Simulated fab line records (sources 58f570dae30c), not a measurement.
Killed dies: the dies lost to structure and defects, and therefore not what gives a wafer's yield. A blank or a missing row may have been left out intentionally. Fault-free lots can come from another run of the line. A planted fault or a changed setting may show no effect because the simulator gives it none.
Split-lot trial :: flow berkeleyCmos170 :: 23 wafers read from 5 lots, route of 331 steps

ABOUT THE SPLIT
At UCB170_M1_SPUTTER_00 (material Al, target thk 600 nm, time 80 s), the setting powerW was moved away from the recipe's 6000 W on 6 of the 23 wafers read, by -11.4% to -4.4%. This setting was run at the recipe's value on the other wafers.

FROM THE SPLIT TO THE READING: what the file shows between them, 1 step
- UCB170_M1_RS_MEAS_01: measures by four-point-probe

THE READING
M1_AL_THK, in nm, at UCB170_M1_THK_MEAS_02 (measures by xrf). Fault-free wafers of this fab line usually give 608 nm, standard deviation 5.5 nm.

wafer: L075.1
tool, chamber at the split: pvdSputter-02, -
powerW as run, W: 6000
against the recipe: recipe
M1_AL_THK, nm: 613
against lot-mates on the recipe: -

wafer: L075.2
tool, chamber at the split: pvdSputter-02, -
powerW as run, W: 6000
against the recipe: recipe
M1_AL_THK, nm: 612
against lot-mates on the recipe: -

wafer: L075.3
tool, chamber at the split: pvdSputter-02, -
powerW as run, W: 6000
against the recipe: recipe
M1_AL_THK, nm: 610
against lot-mates on the recipe: -

wafer: L078.1
tool, chamber at the split: pvdSputter-02, -
powerW as run, W: 5736
against the recipe: -4.4%
M1_AL_THK, nm: 585
against lot-mates on the recipe: -24

wafer: L078.3
tool, chamber at the split: pvdSputter-02, -
powerW as run, W: 5736
against the recipe: -4.4%
M1_AL_THK, nm: 584
against lot-mates on the recipe: -25

wafer: L078.4
tool, chamber at the split: pvdSputter-02, -
powerW as run, W: 6000
against the recipe: recipe
M1_AL_THK, nm: 604
against lot-mates on the recipe: -

wafer: L078.5
tool, chamber at the split: pvdSputter-02, -
powerW as run, W: 5736
against the recipe: -4.4%
M1_AL_THK, nm: 580
against lot-mates on the recipe: -29

wafer: L078.6
tool, chamber at the split: pvdSputter-02, -
powerW as run, W: 6000
against the recipe: recipe
M1_AL_THK, nm: 614
against lot-mates on the recipe: -

wafer: L079.1
tool, chamber at the split: pvdSputter-03, -
powerW as run, W: 6000
against the recipe: recipe
M1_AL_THK, nm: 602
against lot-mates on the recipe: -

wafer: L079.2
tool, chamber at the split: pvdSputter-03, -
powerW as run, W: 6000
against the recipe: recipe
M1_AL_THK, nm: 597
against lot-mates on the recipe: -

wafer: L079.3
tool, chamber at the split: pvdSputter-03, -
powerW as run, W: 6000
against the recipe: recipe
M1_AL_THK, nm: 597
against lot-mates on the recipe: -

wafer: L079.5
tool, chamber at the split: pvdSputter-03, -
powerW as run, W: 6000
against the recipe: recipe
M1_AL_THK, nm: 594
against lot-mates on the recipe: -

wafer: L079.6
tool, chamber at the split: pvdSputter-03, -
powerW as run, W: 6000
against the recipe: recipe
M1_AL_THK, nm: 607
against lot-mates on the recipe: -

wafer: L081.1
tool, chamber at the split: pvdSputter-04, -
powerW as run, W: 5319
against the recipe: -11.4%
M1_AL_THK, nm: 538
against lot-mates on the recipe: -74

wafer: L081.2
tool, chamber at the split: pvdSputter-04, -
powerW as run, W: 6000
against the recipe: recipe
M1_AL_THK, nm: 610
against lot-mates on the recipe: -

wafer: L081.3
tool, chamber at the split: pvdSputter-04, -
powerW as run, W: 5319
against the recipe: -11.4%
M1_AL_THK, nm: 543
against lot-mates on the recipe: -70

wafer: L081.4
tool, chamber at the split: pvdSputter-04, -
powerW as run, W: 6000
against the recipe: recipe
M1_AL_THK, nm: 615
against lot-mates on the recipe: -

wafer: L081.5
tool, chamber at the split: pvdSputter-04, -
powerW as run, W: 5319
against the recipe: -11.4%
M1_AL_THK, nm: 541
against lot-mates on the recipe: -72

wafer: L085.1
tool, chamber at the split: pvdSputter-04, -
powerW as run, W: 6000
against the recipe: recipe
M1_AL_THK, nm: 608
against lot-mates on the recipe: -

wafer: L085.3
tool, chamber at the split: pvdSputter-04, -
powerW as run, W: 6000
against the recipe: recipe
M1_AL_THK, nm: 610
against lot-mates on the recipe: -

wafer: L085.4
tool, chamber at the split: pvdSputter-04, -
powerW as run, W: 6000
against the recipe: recipe
M1_AL_THK, nm: 606
against lot-mates on the recipe: -

wafer: L085.5
tool, chamber at the split: pvdSputter-04, -
powerW as run, W: 6000
against the recipe: recipe
M1_AL_THK, nm: 600
against lot-mates on the recipe: -

wafer: L085.6
tool, chamber at the split: pvdSputter-04, -
powerW as run, W: 6000
against the recipe: recipe
M1_AL_THK, nm: 608
against lot-mates on the recipe: -

FIT RESULTS
A straight line over all 23 wafers: M1_AL_THK changes by +5.74 nm for each +1% of powerW; r = +0.97; the points scatter about the line by 5.7 nm.
The same after taking each lot's own level away (the mean of its wafers on the recipe; 23 wafers): +6.29 nm for each +1%; r = +0.99; scatter 3.6 nm.
That fit puts the effect of the largest move of powerW on the reading at 71 nm.
Measured against the standard deviation above, the lots' own levels, which go from 599.4 to 612.5 nm, span 2.4 times it.
Hence the lot-to-lot level has little effect on the slope; both slopes agree.
Check: for one of the wafers moved furthest among these (-11.4%), held out of the fit, the line's prediction against its lot-mates is -69.9 nm. It came out at -74.5 nm against them.

THE WHOLE CHAIN: every reading that the file lists as answering this split, in the file's order
step: UCB170_M1_SPUTTER_00
what it does: material Al, target thk 600 nm, time 80 s
reading: Al_of_M1_SPUTTER_00.thkNm (the simulator's own value, which no gauge read)
change (the file's fit): +6.18 nm for each +1% of the setting
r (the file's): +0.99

step: UCB170_M1_RS_MEAS_01
what it does: measures by four-point-probe
reading: M1_AL_RS
change (the file's fit): -0.000561 for each +1% of the setting
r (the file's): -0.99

step: UCB170_M1_THK_MEAS_02
what it does: measures by xrf
reading: M1_AL_THK
change (the file's fit): +6.26 for each +1% of the setting
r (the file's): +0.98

FILE'S OWN FIT
M1_AL_THK changes by +6.26 nm for each +1% of powerW, r = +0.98.
